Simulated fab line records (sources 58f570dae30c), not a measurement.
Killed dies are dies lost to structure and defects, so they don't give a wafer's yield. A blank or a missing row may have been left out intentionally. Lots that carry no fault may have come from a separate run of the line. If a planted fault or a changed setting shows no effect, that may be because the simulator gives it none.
Which tool did it? ; flow berkeley cmos170 ; 21 wafers sampled from 7 lots at 1 step of a route of 331

== WHAT THE GAUGES READ, wafer by wafer ==
UCB170_SDANNEAL_RS_MEAS_03: a four-point-probe measurement.
lot;measured;on;NSD_RS (ohm/sq)
L128;day 6 10:10;film metro-04;37.16 37.23 37.14
L129;day 7 07:25;film metro-04;37.15 37.05 37.16
L136;day 8 13:40;film metro-02;37.35 37.18 37.19
L139;day 9 04:46;film metro-04;37.26 37.29 37.20
L144;day 9 18:02;film metro-03;37.32 37.36 37.28
L146;day 10 11:08;film metro-02;37.33 37.34 37.37
L147;day 10 17:49;film metro-02;37.35 37.34 37.22

== WHICH TOOL RAN EACH LOT (tool, then ch and the chambers of the sampled wafers, then the start) ==
No process step before these readings appears in the record.

== THE ANSWER, worked out from the rows above alone ==
Rule: what is usual is taken from the lots themselves. Put in order of their means at a reading, lots are off if they are a third of the lots or fewer, leave a main group of 4 or more, and stand apart from it by a gap of 3 or more times the standard deviation of the main group's means; of several such gaps the widest counts. A main group whose means are all the same, to the digits that the tables above print for the reading, isn't used. A lot without any number at a reading at which 4 lots or more have one is off too. The other lots that the step has rows for count as sound.
No lot is off on any of the readings shown, so nothing can be concluded from this.

== WHAT THE SIMULATOR PUT IN ==
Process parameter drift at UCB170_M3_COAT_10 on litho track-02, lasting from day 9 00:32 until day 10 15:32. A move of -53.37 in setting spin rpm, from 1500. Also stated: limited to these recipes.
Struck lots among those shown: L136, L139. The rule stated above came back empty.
